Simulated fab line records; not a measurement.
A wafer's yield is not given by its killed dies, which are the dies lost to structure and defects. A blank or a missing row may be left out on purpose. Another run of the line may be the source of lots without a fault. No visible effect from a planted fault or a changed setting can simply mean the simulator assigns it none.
fab line records :: flow rit_cmos
record:
  lots: 5
  wafers: 15
  last_day: 7
route steps=202 shown M1@194
lots untouched by any fault: they come from a run of this same line in which no faults occurred
start_h: the number of hours between the record's first day and the start of the first shown wafer of the lot :: wait_h: hours elapsed since this lot's preceding step :: " the same as in the row above :: L1.1+2: several wafers, shown together as one row :: - either no value or no given start :: * or withheld: withheld :: < > ~ a bound
route shown NAME@n: a module of which the file shows steps, and the number in the route of the first :: usual: mean/standard deviation of fault-free wafers :: same: alike in all rows :: chamber/n: place in a boat :: sites: readings site by site :: _std_site: the standard deviation of these :: _edge_site: the outer-site mean with the inner-site mean subtracted :: radius_mm: how far each site lies from the wafer's centre :: mask NAME#n: copy n :: behind: the last tool/chamber to shape the wafer :: hold: the reason the lot was held/the length of the hold in hours/how it ended :: device: names the non-switching transistor (n, p or np) :: end of line: tests of these same wafers at the route's end :: step lacking rows: just its recipe :: killed: not the wafer's yield, but the dies lost to structure and defects at the first sort :: map: shows each die of a wafer: x if killed, . if not, _ if none is there
set.NAME: setting as actually run; set.NAME@STEP: the setting as run at that earlier step :: model.NAME: the simulator's own value behind a step, which no gauge read
a table for each step, a row for each wafer; lots at some steps of the route
services: when a tool's chamber went out of use (start_h, in hours from the record's first day, below 0 if earlier), for how many hours, and the reason
== steps ==
step: RIT_M1_OVL_MEAS_10
usual:
  M1_OVL: 0.7/1.3
lot.wafer: L074.2
tool: overlay-01
chamber: -
start_h: 57.34
wait_h: 0.1
M1_OVL[nm]: 1.4

lot.wafer: L074.4
tool: overlay-01
chamber: -
start_h: 57.34
wait_h: 0.1
M1_OVL[nm]: 1.5

lot.wafer: L074.6
tool: overlay-01
chamber: -
start_h: 57.34
wait_h: 0.1
M1_OVL[nm]: 1.8

lot.wafer: L075.1
tool: overlay-02
chamber: -
start_h: 59.83
wait_h: 0.1
M1_OVL[nm]: -2.2

lot.wafer: L075.2
tool: overlay-02
chamber: -
start_h: 59.83
wait_h: 0.1
M1_OVL[nm]: -1.2

lot.wafer: L075.6
tool: overlay-02
chamber: -
start_h: 59.83
wait_h: 0.1
M1_OVL[nm]: -1.4

lot.wafer: L086.4
tool: overlay-01
chamber: -
start_h: 120.01
wait_h: 0.1
M1_OVL[nm]: 0.7

lot.wafer: L086.5
tool: overlay-01
chamber: -
start_h: 120.01
wait_h: 0.1
M1_OVL[nm]: 2.3

lot.wafer: L086.6
tool: overlay-01
chamber: -
start_h: 120.01
wait_h: 0.1
M1_OVL[nm]: 1.8

lot.wafer: L092.2
tool: overlay-02
chamber: -
start_h: 155.27
wait_h: 0.1
M1_OVL[nm]: -1.2

lot.wafer: L092.4
tool: overlay-02
chamber: -
start_h: 155.27
wait_h: 0.1
M1_OVL[nm]: -1.0

lot.wafer: L092.6
tool: overlay-02
chamber: -
start_h: 155.27
wait_h: 0.1
M1_OVL[nm]: 0.5

lot.wafer: L096.1
tool: overlay-01
chamber: -
start_h: 171.22
wait_h: 0.1
M1_OVL[nm]: 1.9

lot.wafer: L096.2
tool: overlay-01
chamber: -
start_h: 171.22
wait_h: 0.1
M1_OVL[nm]: -0.1

lot.wafer: L096.4
tool: overlay-01
chamber: -
start_h: 171.22
wait_h: 0.1
M1_OVL[nm]: 0.0
step: RIT_M1_HARDBAKE_11
recipe:
  resist: NOVOLAK
  temp_c: 140
  time_s: 120
usual:
  resist_line_temp_C: 23.01/0.11
lot.wafer: L074.2
tool: litho_track-01
chamber: 0
start_h: 57.41
wait_h: 0.1
resist_line_temp_C: 22.92

lot.wafer: L074.4
tool: litho_track-01
chamber: 0
start_h: 57.41
wait_h: 0.1
resist_line_temp_C: 23.06

lot.wafer: L074.6
tool: litho_track-01
chamber: 0
start_h: 57.41
wait_h: 0.1
resist_line_temp_C: 23.27

lot.wafer: L075.1
tool: litho_track-02
chamber: 0
start_h: 59.86
wait_h: 0.0
resist_line_temp_C: 23.10

lot.wafer: L075.2
tool: litho_track-02
chamber: 0
start_h: 59.86
wait_h: 0.0
resist_line_temp_C: 23.19

lot.wafer: L075.6
tool: litho_track-02
chamber: 0
start_h: 59.86
wait_h: 0.0
resist_line_temp_C: 23.05

lot.wafer: L086.4
tool: litho_track-02
chamber: 0
start_h: 120.16
wait_h: 0.1
resist_line_temp_C: 23.18

lot.wafer: L086.5
tool: litho_track-02
chamber: 0
start_h: 120.16
wait_h: 0.1
resist_line_temp_C: 23.10

lot.wafer: L086.6
tool: litho_track-02
chamber: 0
start_h: 120.16
wait_h: 0.1
resist_line_temp_C: 23.12

lot.wafer: L092.2
tool: litho_track-04
chamber: 0
start_h: 155.34
wait_h: 0.1
resist_line_temp_C: 22.94

lot.wafer: L092.4
tool: litho_track-04
chamber: 0
start_h: 155.34
wait_h: 0.1
resist_line_temp_C: 22.73

lot.wafer: L092.6
tool: litho_track-04
chamber: 0
start_h: 155.34
wait_h: 0.1
resist_line_temp_C: 22.79

lot.wafer: L096.1
tool: litho_track-02
chamber: 0
start_h: 171.25
wait_h: 0.0
resist_line_temp_C: 22.90

lot.wafer: L096.2
tool: litho_track-02
chamber: 0
start_h: 171.25
wait_h: 0.0
resist_line_temp_C: 22.95

lot.wafer: L096.4
tool: litho_track-02
chamber: 0
start_h: 171.25
wait_h: 0.0
resist_line_temp_C: 22.92
step: RIT_M1_METAL_ETCH_12
recipe:
  stop_on: SiO2
  chemistry: Cl2/BCl3
  target: Al
  time_s: 165
  over_etch_frac: 0.4871
  pressure_mtorr: 100
  target_depth_a: 6000
  rf_w: 250
  Cl2_flow_sccm: 60
  bcl3_flow_sccm: 50
usual:
  drypump_motor_current_A: 5.88/0.27
  oes_product_au: 0.787/0.01
  throttle_valve_pct: 8.22/0.11
lot.wafer: L074.2
tool: rie_metal-03
chamber: 0
start_h: 57.62
wait_h: 0.2
drypump_motor_current_A: 5.44
oes_product_au: 0.783
rf_hours_counter_h: 2
throttle_valve_pct: 8.07

lot.wafer: L074.4
tool: rie_metal-03
chamber: 0
start_h: 57.62
wait_h: 0.2
drypump_motor_current_A: 5.44
oes_product_au: 0.785
rf_hours_counter_h: -
throttle_valve_pct: 8.08

lot.wafer: L074.6
tool: rie_metal-03
chamber: 1
start_h: 57.62
wait_h: 0.2
drypump_motor_current_A: 5.71
oes_product_au: 0.764
rf_hours_counter_h: -
throttle_valve_pct: 8.19

lot.wafer: L075.1
tool: rie_metal-01
chamber: 1
start_h: 60.11
wait_h: 0.2
drypump_motor_current_A: 6.23
oes_product_au: 0.800
rf_hours_counter_h: 1
throttle_valve_pct: 8.21

lot.wafer: L075.2
tool: rie_metal-01
chamber: 0
start_h: 60.11
wait_h: 0.2
drypump_motor_current_A: 5.95
oes_product_au: 0.802
rf_hours_counter_h: 1
throttle_valve_pct: 8.39

lot.wafer: L075.6
tool: rie_metal-01
chamber: 1
start_h: 60.11
wait_h: 0.2
drypump_motor_current_A: 6.24
oes_product_au: 0.789
rf_hours_counter_h: -
throttle_valve_pct: 8.22

lot.wafer: L086.4
tool: rie_metal-03
chamber: 0
start_h: 120.33
wait_h: 0.1
drypump_motor_current_A: 5.48
oes_product_au: 0.781
rf_hours_counter_h: -
throttle_valve_pct: 8.08

lot.wafer: L086.5
tool: rie_metal-03
chamber: 0
start_h: 120.33
wait_h: 0.1
drypump_motor_current_A: 5.48
oes_product_au: 0.784
rf_hours_counter_h: -
throttle_valve_pct: 8.07

lot.wafer: L086.6
tool: rie_metal-03
chamber: 1
start_h: 120.33
wait_h: 0.1
drypump_motor_current_A: 5.67
oes_product_au: 0.772
rf_hours_counter_h: -
throttle_valve_pct: 8.18

lot.wafer: L092.2
tool: rie_metal-01
chamber: 0
start_h: 155.55
wait_h: 0.2
drypump_motor_current_A: 5.91
oes_product_au: 0.798
rf_hours_counter_h: 2
throttle_valve_pct: 8.36

lot.wafer: L092.4
tool: rie_metal-01
chamber: 1
start_h: 155.55
wait_h: 0.2
drypump_motor_current_A: 6.25
oes_product_au: 0.786
rf_hours_counter_h: -
throttle_valve_pct: 8.22

lot.wafer: L092.6
tool: rie_metal-01
chamber: 0
start_h: 155.55
wait_h: 0.2
drypump_motor_current_A: 5.92
oes_product_au: 0.797
rf_hours_counter_h: -
throttle_valve_pct: 8.37

lot.wafer: L096.1
tool: rie_metal-02
chamber: 0
start_h: 171.50
wait_h: 0.2
drypump_motor_current_A: 6.10
oes_product_au: 0.772
rf_hours_counter_h: 0
throttle_valve_pct: 8.15

lot.wafer: L096.2
tool: rie_metal-02
chamber: 1
start_h: 171.50
wait_h: 0.2
drypump_motor_current_A: 6.04
oes_product_au: 0.798
rf_hours_counter_h: 0
throttle_valve_pct: 8.39

lot.wafer: L096.4
tool: rie_metal-02
chamber: 0
start_h: 171.50
wait_h: 0.2
drypump_motor_current_A: 6.09
oes_product_au: 0.783
rf_hours_counter_h: -
throttle_valve_pct: 8.14
step: RIT_M1_STRIP_13
recipe:
  chemistry: nmp
  resist: NOVOLAK
  temp_c: 80
  time_s: 600
  dry: n2_spin
usual:
  bath_guard_temp_C: 80.3/0.61
lot.wafer: L074.2
tool: wet_bench-04
chamber: 2
start_h: 57.78
wait_h: 0.1
bath_guard_temp_C: 80.1

lot.wafer: L074.4
tool: wet_bench-04
chamber: 2
start_h: 57.78
wait_h: 0.1
bath_guard_temp_C: 80.3

lot.wafer: L074.6
tool: wet_bench-04
chamber: 2
start_h: 57.78
wait_h: 0.1
bath_guard_temp_C: 80.1

lot.wafer: L075.1
tool: wet_bench-01
chamber: 3
start_h: 60.28
wait_h: 0.1
bath_guard_temp_C: 78.7

lot.wafer: L075.2
tool: wet_bench-01
chamber: 3
start_h: 60.28
wait_h: 0.1
bath_guard_temp_C: 79.2

lot.wafer: L075.6
tool: wet_bench-01
chamber: 3
start_h: 60.28
wait_h: 0.1
bath_guard_temp_C: 78.7

lot.wafer: L086.4
tool: wet_bench-03
chamber: 1
start_h: 120.44
wait_h: 0.1
bath_guard_temp_C: 80.6

lot.wafer: L086.5
tool: wet_bench-03
chamber: 1
start_h: 120.44
wait_h: 0.1
bath_guard_temp_C: 80.6

lot.wafer: L086.6
tool: wet_bench-03
chamber: 1
start_h: 120.44
wait_h: 0.1
bath_guard_temp_C: 80.7

lot.wafer: L092.2
tool: wet_bench-04
chamber: 1
start_h: 155.71
wait_h: 0.1
bath_guard_temp_C: 80.3

lot.wafer: L092.4
tool: wet_bench-04
chamber: 1
start_h: 155.71
wait_h: 0.1
bath_guard_temp_C: 80.8

lot.wafer: L092.6
tool: wet_bench-04
chamber: 1
start_h: 155.71
wait_h: 0.1
bath_guard_temp_C: 80.4

lot.wafer: L096.1
tool: wet_bench-04
chamber: 1
start_h: 171.67
wait_h: 0.1
bath_guard_temp_C: 80.2

lot.wafer: L096.2
tool: wet_bench-04
chamber: 1
start_h: 171.67
wait_h: 0.1
bath_guard_temp_C: 80.6

lot.wafer: L096.4
tool: wet_bench-04
chamber: 1
start_h: 171.67
wait_h: 0.1
bath_guard_temp_C: 80.3
step: RIT_M1_STRIP_14
recipe:
  chemistry: O2
  time_s: 180
  platen_temp_c: withheld
  power_w: 500
  pressure_mtorr: 4000
  o2_flow_sccm: 4000
usual:
  drypump_motor_current_A: 5.8/0.42
lot.wafer: L074.2
tool: plasma_asher-02
chamber: 0
start_h: 57.96
wait_h: 0.0
drypump_motor_current_A: 5.6
rf_hours_counter_h: 28

lot.wafer: L074.4
tool: plasma_asher-02
chamber: 1
start_h: 57.96
wait_h: 0.0
drypump_motor_current_A: 6.6
rf_hours_counter_h: -

lot.wafer: L074.6
tool: plasma_asher-02
chamber: 1
start_h: 57.96
wait_h: 0.0
drypump_motor_current_A: 6.6
rf_hours_counter_h: -

lot.wafer: L075.1
tool: plasma_asher-04
chamber: 0
start_h: 60.45
wait_h: 0.0
drypump_motor_current_A: 5.6
rf_hours_counter_h: 41

lot.wafer: L075.2
tool: plasma_asher-04
chamber: 1
start_h: 60.45
wait_h: 0.0
drypump_motor_current_A: 5.3
rf_hours_counter_h: 41

lot.wafer: L075.6
tool: plasma_asher-04
chamber: 1
start_h: 60.45
wait_h: 0.0
drypump_motor_current_A: 5.2
rf_hours_counter_h: -

lot.wafer: L086.4
tool: plasma_asher-02
chamber: 1
start_h: 120.68
wait_h: 0.1
drypump_motor_current_A: 6.7
rf_hours_counter_h: -

lot.wafer: L086.5
tool: plasma_asher-02
chamber: 0
start_h: 120.68
wait_h: 0.1
drypump_motor_current_A: 5.6
rf_hours_counter_h: -

lot.wafer: L086.6
tool: plasma_asher-02
chamber: 1
start_h: 120.68
wait_h: 0.1
drypump_motor_current_A: 6.6
rf_hours_counter_h: -

lot.wafer: L092.2
tool: plasma_asher-03
chamber: 1
start_h: 155.88
wait_h: 0.0
drypump_motor_current_A: 5.7
rf_hours_counter_h: 51

lot.wafer: L092.4
tool: plasma_asher-03
chamber: 0
start_h: 155.88
wait_h: 0.0
drypump_motor_current_A: 5.9
rf_hours_counter_h: -

lot.wafer: L092.6
tool: plasma_asher-03
chamber: 1
start_h: 155.88
wait_h: 0.0
drypump_motor_current_A: 5.6
rf_hours_counter_h: -

lot.wafer: L096.1
tool: plasma_asher-02
chamber: 1
start_h: 171.84
wait_h: 0.0
drypump_motor_current_A: 6.6
rf_hours_counter_h: 40

lot.wafer: L096.2
tool: plasma_asher-02
chamber: 0
start_h: 171.84
wait_h: 0.0
drypump_motor_current_A: 5.6
rf_hours_counter_h: 40

lot.wafer: L096.4
tool: plasma_asher-02
chamber: 1
start_h: 171.84
wait_h: 0.0
drypump_motor_current_A: 6.6
rf_hours_counter_h: -
step: RIT_M1_CD_MEAS_90
recipe:
  target_cd_nm: 2600
usual:
  cd_nm: 2600.8/2.4
lot.wafer: L074.2
tool: cd_sem-02
chamber: -
start_h: 58.15
wait_h: 0.1
cd_nm: 2600.7

lot.wafer: L074.4
tool: cd_sem-02
chamber: -
start_h: 58.15
wait_h: 0.1
cd_nm: 2600.2

lot.wafer: L074.6
tool: cd_sem-02
chamber: -
start_h: 58.15
wait_h: 0.1
cd_nm: 2597.8

lot.wafer: L075.1
tool: cd_sem-01
chamber: -
start_h: 60.63
wait_h: 0.1
cd_nm: 2597.7

lot.wafer: L075.2
tool: cd_sem-01
chamber: -
start_h: 60.63
wait_h: 0.1
cd_nm: 2596.7

lot.wafer: L075.6
tool: cd_sem-01
chamber: -
start_h: 60.63
wait_h: 0.1
cd_nm: 2598.2

lot.wafer: L086.4
tool: cd_sem-01
chamber: -
start_h: 120.85
wait_h: 0.1
cd_nm: 2597.6

lot.wafer: L086.5
tool: cd_sem-01
chamber: -
start_h: 120.85
wait_h: 0.1
cd_nm: 2600.5

lot.wafer: L086.6
tool: cd_sem-01
chamber: -
start_h: 120.85
wait_h: 0.1
cd_nm: 2597.2

lot.wafer: L092.2
tool: cd_sem-01
chamber: -
start_h: 156.08
wait_h: 0.1
cd_nm: 2602.4

lot.wafer: L092.4
tool: cd_sem-01
chamber: -
start_h: 156.08
wait_h: 0.1
cd_nm: 2599.8

lot.wafer: L092.6
tool: cd_sem-01
chamber: -
start_h: 156.08
wait_h: 0.1
cd_nm: 2599.1

lot.wafer: L096.1
tool: cd_sem-01
chamber: -
start_h: 172.02
wait_h: 0.1
cd_nm: 2601.7

lot.wafer: L096.2
tool: cd_sem-01
chamber: -
start_h: 172.02
wait_h: 0.1
cd_nm: 2603.6

lot.wafer: L096.4
tool: cd_sem-01
chamber: -
start_h: 172.02
wait_h: 0.1
cd_nm: 2605.2
step: RIT_M1_ANNEAL_15
recipe:
  temp_c: 452.3
  time_s: 1800
  ambient: forming_gas_H2N2
usual:
  spike_tc_load_C: 471.9/0.89
lot.wafer: L074.2
tool: furnace-02
chamber: 0
start_h: 58.25
wait_h: 0.1
spike_tc_load_C: 472.3

lot.wafer: L074.4
tool: furnace-02
chamber: 0
start_h: 58.25
wait_h: 0.1
spike_tc_load_C: 471.3

lot.wafer: L074.6
tool: furnace-02
chamber: 0
start_h: 58.25
wait_h: 0.1
spike_tc_load_C: 471.4

lot.wafer: L075.1
tool: furnace-02
chamber: 0
start_h: 60.75
wait_h: 0.1
spike_tc_load_C: 472.3

lot.wafer: L075.2
tool: furnace-02
chamber: 0
start_h: 60.75
wait_h: 0.1
spike_tc_load_C: 472.2

lot.wafer: L075.6
tool: furnace-02
chamber: 0
start_h: 60.75
wait_h: 0.1
spike_tc_load_C: 469.8

lot.wafer: L086.4
tool: furnace-02
chamber: 0
start_h: 120.91
wait_h: 0.0
spike_tc_load_C: 472.1

lot.wafer: L086.5
tool: furnace-02
chamber: 0
start_h: 120.91
wait_h: 0.0
spike_tc_load_C: 470.8

lot.wafer: L086.6
tool: furnace-02
chamber: 0
start_h: 120.91
wait_h: 0.0
spike_tc_load_C: 473.2

lot.wafer: L092.2
tool: furnace-02
chamber: 0
start_h: 156.18
wait_h: 0.1
spike_tc_load_C: 471.4

lot.wafer: L092.4
tool: furnace-02
chamber: 0
start_h: 156.18
wait_h: 0.1
spike_tc_load_C: 471.5

lot.wafer: L092.6
tool: furnace-02
chamber: 0
start_h: 156.18
wait_h: 0.1
spike_tc_load_C: 472.4

lot.wafer: L096.1
tool: furnace-02
chamber: 0
start_h: 172.14
wait_h: 0.1
spike_tc_load_C: 471.3

lot.wafer: L096.2
tool: furnace-02
chamber: 0
start_h: 172.14
wait_h: 0.1
spike_tc_load_C: 472.2

lot.wafer: L096.4
tool: furnace-02
chamber: 0
start_h: 172.14
wait_h: 0.1
spike_tc_load_C: 472.6
step: RIT_M1_BOW_MEAS_16
recipe:
  mode: bow
usual:
  M1_BOW: 16/7.1
lot.wafer: L074.2
tool: film_metro-02
chamber: -
start_h: 59.77
wait_h: 0.0
M1_BOW[um]: 40

lot.wafer: L074.4
tool: film_metro-02
chamber: -
start_h: 59.77
wait_h: 0.0
M1_BOW[um]: 7

lot.wafer: L074.6
tool: film_metro-02
chamber: -
start_h: 59.77
wait_h: 0.0
M1_BOW[um]: 28

lot.wafer: L075.1
tool: film_metro-04
chamber: -
start_h: 62.25
wait_h: 0.0
M1_BOW[um]: 23

lot.wafer: L075.2
tool: film_metro-04
chamber: -
start_h: 62.25
wait_h: 0.0
M1_BOW[um]: 28

lot.wafer: L075.6
tool: film_metro-04
chamber: -
start_h: 62.25
wait_h: 0.0
M1_BOW[um]: 6

lot.wafer: L086.4
tool: film_metro-02
chamber: -
start_h: 122.47
wait_h: 0.1
M1_BOW[um]: 32

lot.wafer: L086.5
tool: film_metro-02
chamber: -
start_h: 122.47
wait_h: 0.1
M1_BOW[um]: 12

lot.wafer: L086.6
tool: film_metro-02
chamber: -
start_h: 122.47
wait_h: 0.1
M1_BOW[um]: 9

lot.wafer: L092.2
tool: film_metro-04
chamber: -
start_h: 157.70
wait_h: 0.0
M1_BOW[um]: 23

lot.wafer: L092.4
tool: film_metro-04
chamber: -
start_h: 157.70
wait_h: 0.0
M1_BOW[um]: 12

lot.wafer: L092.6
tool: film_metro-04
chamber: -
start_h: 157.70
wait_h: 0.0
M1_BOW[um]: 11

lot.wafer: L096.1
tool: film_metro-03
chamber: -
start_h: 173.64
wait_h: 0.0
M1_BOW[um]: 18

lot.wafer: L096.2
tool: film_metro-03
chamber: -
start_h: 173.64
wait_h: 0.0
M1_BOW[um]: 7

lot.wafer: L096.4
tool: film_metro-03
chamber: -
start_h: 173.64
wait_h: 0.0
M1_BOW[um]: 16
step: RIT_M1_PROBE_99
usual:
  defect_limited_yield: 97.4/1.1
  killed_at_front_end: 6.9/2.9
  killed_dies: 7.0/2.9
  killed_open: 3.4/2.1
  killed_short: 3.5/1.8
  sort_bin_3_pad_short: 0.1/0.23
  sort_bin_5_function: 1.5/0.78
  sort_bin_6_memory: 1.0/0.65
  sort_n_pass: 257.0/2.9
  sort_yield_pct: 97.4/1.1
same:
  gross_dies: 264
  killed_at_M0_to_M3: 0
  killed_at_M4_up: 0
  killed_at_back_side: 0
  killed_at_contacts: 0
  killed_at_other: 0
lot.wafer: L074.2
tool: prober-01
chamber: -
start_h: 59.92
wait_h: 0.1
defect_limited_yield[%]: 98.5
killed_at_front_end: 4
killed_dies: 4
killed_open: 2
killed_short: 2
sort_bin_3_pad_short[%]: 0
sort_bin_5_function[%]: 1.5
sort_bin_6_memory[%]: 0
sort_n_pass: 260.0
sort_yield_pct[%]: 98.5

lot.wafer: L074.4
tool: prober-01
chamber: -
start_h: 60.02
wait_h: 0.2
defect_limited_yield[%]: 97.7
killed_at_front_end: 6
killed_dies: 6
killed_open: 4
killed_short: 2
sort_bin_3_pad_short[%]: 0
sort_bin_5_function[%]: 1.1
sort_bin_6_memory[%]: 1.1
sort_n_pass: 258.0
sort_yield_pct[%]: 97.7

lot.wafer: L074.6
tool: prober-01
chamber: -
start_h: 60.12
wait_h: 0.2
defect_limited_yield[%]: 97.3
killed_at_front_end: 7
killed_dies: 7
killed_open: 3
killed_short: 4
sort_bin_3_pad_short[%]: 0
sort_bin_5_function[%]: 1.1
sort_bin_6_memory[%]: 1.5
sort_n_pass: 257.0
sort_yield_pct[%]: 97.3

lot.wafer: L075.1
tool: prober-02
chamber: -
start_h: 62.37
wait_h: 0.1
defect_limited_yield[%]: 97.3
killed_at_front_end: 7
killed_dies: 7
killed_open: 3
killed_short: 4
sort_bin_3_pad_short[%]: 0
sort_bin_5_function[%]: 1.1
sort_bin_6_memory[%]: 1.5
sort_n_pass: 257.0
sort_yield_pct[%]: 97.3

lot.wafer: L075.2
tool: prober-02
chamber: -
start_h: 62.42
wait_h: 0.1
defect_limited_yield[%]: 98.1
killed_at_front_end: 5
killed_dies: 5
killed_open: 0
killed_short: 5
sort_bin_3_pad_short[%]: 0
sort_bin_5_function[%]: 1.9
sort_bin_6_memory[%]: 0
sort_n_pass: 259.0
sort_yield_pct[%]: 98.1

lot.wafer: L075.6
tool: prober-02
chamber: -
start_h: 62.62
wait_h: 0.2
defect_limited_yield[%]: 97.3
killed_at_front_end: 7
killed_dies: 7
killed_open: 5
killed_short: 2
sort_bin_3_pad_short[%]: 0
sort_bin_5_function[%]: 1.9
sort_bin_6_memory[%]: 0.8
sort_n_pass: 257.0
sort_yield_pct[%]: 97.3

lot.wafer: L086.4
tool: prober-01
chamber: -
start_h: 122.68
wait_h: 0.2
defect_limited_yield[%]: 98.1
killed_at_front_end: 5
killed_dies: 5
killed_open: 3
killed_short: 2
sort_bin_3_pad_short[%]: 0.4
sort_bin_5_function[%]: 0.8
sort_bin_6_memory[%]: 0.8
sort_n_pass: 259.0
sort_yield_pct[%]: 98.1

lot.wafer: L086.5
tool: prober-01
chamber: -
start_h: 122.73
wait_h: 0.2
defect_limited_yield[%]: 96.6
killed_at_front_end: 9
killed_dies: 9
killed_open: 2
killed_short: 7
sort_bin_3_pad_short[%]: 0.4
sort_bin_5_function[%]: 1.5
sort_bin_6_memory[%]: 1.5
sort_n_pass: 255.0
sort_yield_pct[%]: 96.6

lot.wafer: L086.6
tool: prober-01
chamber: -
start_h: 122.78
wait_h: 0.2
defect_limited_yield[%]: 97.0
killed_at_front_end: 8
killed_dies: 8
killed_open: 2
killed_short: 6
sort_bin_3_pad_short[%]: 0
sort_bin_5_function[%]: 1.5
sort_bin_6_memory[%]: 1.5
sort_n_pass: 256.0
sort_yield_pct[%]: 97.0

lot.wafer: L092.2
tool: prober-01
chamber: -
start_h: 157.85
wait_h: 0.1
defect_limited_yield[%]: 96.2
killed_at_front_end: 10
killed_dies: 10
killed_open: 5
killed_short: 5
sort_bin_3_pad_short[%]: 0
sort_bin_5_function[%]: 3.0
sort_bin_6_memory[%]: 0.8
sort_n_pass: 254.0
sort_yield_pct[%]: 96.2

lot.wafer: L092.4
tool: prober-01
chamber: -
start_h: 157.95
wait_h: 0.2
defect_limited_yield[%]: 97.0
killed_at_front_end: 8
killed_dies: 8
killed_open: 4
killed_short: 4
sort_bin_3_pad_short[%]: 0.4
sort_bin_5_function[%]: 1.1
sort_bin_6_memory[%]: 1.5
sort_n_pass: 256.0
sort_yield_pct[%]: 97.0

lot.wafer: L092.6
tool: prober-01
chamber: -
start_h: 158.05
wait_h: 0.2
defect_limited_yield[%]: 97.7
killed_at_front_end: 6
killed_dies: 6
killed_open: 3
killed_short: 3
sort_bin_3_pad_short[%]: 0.4
sort_bin_5_function[%]: 1.5
sort_bin_6_memory[%]: 0.4
sort_n_pass: 258.0
sort_yield_pct[%]: 97.7

lot.wafer: L096.1
tool: prober-01
chamber: -
start_h: 173.76
wait_h: 0.1
defect_limited_yield[%]: 97.7
killed_at_front_end: 6
killed_dies: 6
killed_open: 1
killed_short: 5
sort_bin_3_pad_short[%]: 0
sort_bin_5_function[%]: 1.1
sort_bin_6_memory[%]: 1.1
sort_n_pass: 258.0
sort_yield_pct[%]: 97.7

lot.wafer: L096.2
tool: prober-01
chamber: -
start_h: 173.81
wait_h: 0.1
defect_limited_yield[%]: 97.3
killed_at_front_end: 7
killed_dies: 7
killed_open: 4
killed_short: 3
sort_bin_3_pad_short[%]: 0
sort_bin_5_function[%]: 0.4
sort_bin_6_memory[%]: 2.3
sort_n_pass: 257.0
sort_yield_pct[%]: 97.3

lot.wafer: L096.4
tool: prober-01
chamber: -
start_h: 173.91
wait_h: 0.2
defect_limited_yield[%]: 97.0
killed_at_front_end: 8
killed_dies: 8
killed_open: 3
killed_short: 5
sort_bin_3_pad_short[%]: 0.8
sort_bin_5_function[%]: 1.1
sort_bin_6_memory[%]: 1.1
sort_n_pass: 256.0
sort_yield_pct[%]: 97.0
killed by level:class
L074.2 GATE:geometric_particle:open=2 FOX2:geometric_particle:short=1 GATE:geometric_particle:short=1
L074.4 GATE:geometric_particle:open=2 FOX1:geometric_particle:open=1 GATE:geometric_particle:short=1 REOX:geometric_particle:short=1 REOX:geometric_particle:open=1
L074.6 GATE:geometric_particle:short=2 FOX2:geometric_particle:open=1 SILICIDE:geometric_particle:open=1 GATE:geometric_particle:open=1 REOX:geometric_particle:short=1 SPACER:geometric_particle:short=1
L075.1 SILICIDE:geometric_particle:open=2 GATE:geometric_particle:short=1 GATE:geometric_particle:open=1 REOX:geometric_particle:short=1 SPACER:geometric_particle:short=1 SILICIDE:geometric_particle:short=1
L075.2 GATE:geometric_particle:short=3 REOX:geometric_particle:short=1 SPACER:geometric_particle:short=1
L075.6 REOX:geometric_particle:open=2 GATE:geometric_particle:open=1 REOX:geometric_particle:short=1 SPACER:geometric_particle:open=1 SILICIDE:geometric_particle:short=1 SILICIDE:geometric_particle:open=1
L086.4 FOX2:geometric_particle:short=2 FOX1:geometric_particle:open=1 FOX2:geometric_particle:open=1 GATE:geometric_particle:open=1
L086.5 SPACER:geometric_particle:short=3 FOX1:geometric_particle:short=2 GATE:geometric_particle:short=1 REOX:geometric_particle:short=1 SPACER:geometric_particle:open=1 SILICIDE:geometric_particle:open=1
L086.6 GATE:geometric_particle:short=2 GATE:geometric_particle:open=2 SILICIDE:geometric_particle:short=2 FOX2:geometric_particle:short=1 REOX:geometric_particle:short=1
L092.2 GATE:geometric_particle:open=3 GATE:geometric_particle:short=2 SPACER:geometric_particle:short=2 FOX1:geometric_particle:short=1 FOX2:geometric_particle:open=1 SILICIDE:geometric_particle:open=1
L092.4 SILICIDE:geometric_particle:short=2 GATE:geometric_particle:open=1 REOX:geometric_particle:open=1 REOX:geometric_particle:short=1 SPACER:geometric_particle:short=1 SPACER:geometric_particle:open=1 SILICIDE:geometric_particle:open=1
L092.6 GATE:geometric_particle:open=3 FOX1:geometric_particle:short=1 GATE:geometric_particle:short=1 REOX:geometric_particle:short=1
L096.1 FOX2:geometric_particle:short=2 FOX2:geometric_particle:open=1 GATE:geometric_particle:short=1 REOX:geometric_particle:short=1 SPACER:geometric_particle:short=1
L096.2 FOX1:geometric_particle:open=3 FOX1:geometric_particle:short=1 FOX2:geometric_particle:short=1 SPACER:geometric_particle:short=1 SILICIDE:geometric_particle:open=1
L096.4 GATE:geometric_particle:short=3 FOX1:geometric_particle:short=1 FOX1:geometric_particle:open=1 FOX2:geometric_particle:open=1 FOX2:geometric_particle:short=1 GATE:geometric_particle:open=1
== services ==
tool: plasma_asher-04
chamber: -
start_h: 37.92
hours: 1.1
kind: repair

tool: wet_bench-03
chamber: -
start_h: 87.31
hours: 21.8
kind: pm

tool: rie_metal-02
chamber: -
start_h: 136.12
hours: 20.0
kind: pm

tool: rie_metal-02
chamber: 0
start_h: 136.12
hours: 20.0
kind: vent_cycle

tool: rie_metal-02
chamber: 1
start_h: 136.12
hours: 20.0
kind: vent_cycle

tool: plasma_asher-04
chamber: -
start_h: 143.32
hours: 2.8
kind: pm

tool: rie_metal-02
chamber: 0
start_h: 156.12
hours: -
kind: clean

tool: rie_metal-02
chamber: 1
start_h: 156.12
hours: -
kind: clean

tool: plasma_asher-03
chamber: -
start_h: 167.92
hours: 2.8
kind: pm
== key ==
fault none
